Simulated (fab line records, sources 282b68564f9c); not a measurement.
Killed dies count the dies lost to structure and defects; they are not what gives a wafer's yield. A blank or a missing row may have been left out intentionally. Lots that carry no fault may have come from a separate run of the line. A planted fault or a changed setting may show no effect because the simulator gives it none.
Code-filled problem report in 8D (eight disciplines) form / flow rit-cmos / the parts of the form that need people (team, actions taken, sign-off) are left out

1. THE PROBLEM
wafer_temp_C_max at RIT_SILICIDE_RTA_04 reads a mean of 627.0 on 6 wafers of 2 lots; wafers without a fault read 651.8 with a standard deviation of 0.54. That is -46 standard deviations from the usual mean.
The step: time 10 s, ramp up 5 s, ramp down 5 s.
Earliest sighting: wafer L384.3 on rtp-anneal-02 at day 7 01:49. The record holds 18 wafers of 6 lots with a number at this step. Rule for "out" (also "out of limits"): further than 4 standard deviations from the usual mean. The rest of the wafers with a number are treated as sound.

2. WHAT IT IS, WHAT IT ISN'T
question=which readings at this step | is=wafer_temp_C_max | is not=-
question=which lots | is=L384, L386 | is not=L372, L377, L380, L389
question=which wafers of those lots | is=all that have a number | is not=-
question=read on which tools | is=rtp-anneal-02 | is not=rtp-anneal-01
question=when | is=from day 7 01:49 | is not=up to then (9 sound wafers); but 3 sound wafers of L389 came after

3. SUSPECTS, AND WHAT RULES EACH OUT
Counting: a tool at a process step up to the reading stays a suspect if it ran every lot that is out and no sound lot after the first of them.
- rtp-anneal-01 at RIT_SDANNEAL_RTA_03 (time 5 s): kept. Every lot that is out went through it, starting with L384 (day 7 00:56), and after that it ran no sound lot; the last sound lot it ran before then is L380 (day 6 07:00).
- pvd-sputter-01 at RIT_SILICIDE_SPUTTER_01 (material Ti, target thk 30 nm, time 240 s): ruled out as a lasting fault. Following L384 (day 7 01:28), the first lot on it that is out, the sound lots L389 were run on it.
- rtp-anneal-02 at RIT_SILICIDE_RTA_04 (time 10 s, ramp up 5 s, ramp down 5 s): kept. Every lot that is out went through it, starting with L384 (day 7 01:49), and after that it ran no sound lot; the last sound lot it ran before then is L380 (day 6 07:53). On those wafers its own readings are out: wafer_temp_C_max.
The count leaves rtp-anneal-02 at RIT_SILICIDE_RTA_04 and rtp-anneal-01 at RIT_SDANNEAL_RTA_03.

4. THE CAUSE (what the simulator had put in)
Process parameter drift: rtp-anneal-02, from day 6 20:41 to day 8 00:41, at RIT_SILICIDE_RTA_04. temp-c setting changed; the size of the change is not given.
After counting, 2 suspects remain, this tool included.

5. THE EFFECT CHAIN, in route order
One row per reading whose mean, taken over the struck wafers that have a number, lies over 3 standard deviations from the usual. Only readings for which the record gives a usual standard deviation are gone through. hours: the time from each lot's start at the first step in this table that gives one to its start at this step, as a median over the lots. sigmas: the change in usual standard deviations.
hours=0; step=RIT_SILICIDE_RTA_04; reading=wafer_temp_C_max; usual=651.8; on struck wafers=627.0; change=-24.8; sigmas=-46
Its process steps:
- RIT_SILICIDE_RTA_04: time 10 s, ramp up 5 s, ramp down 5 s.

6. HOW IT WOULD HAVE BEEN CAUGHT EARLIER
The fault began at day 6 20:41; the first out-of-limits reading in this record came at day 7 01:49, 5 hours later.
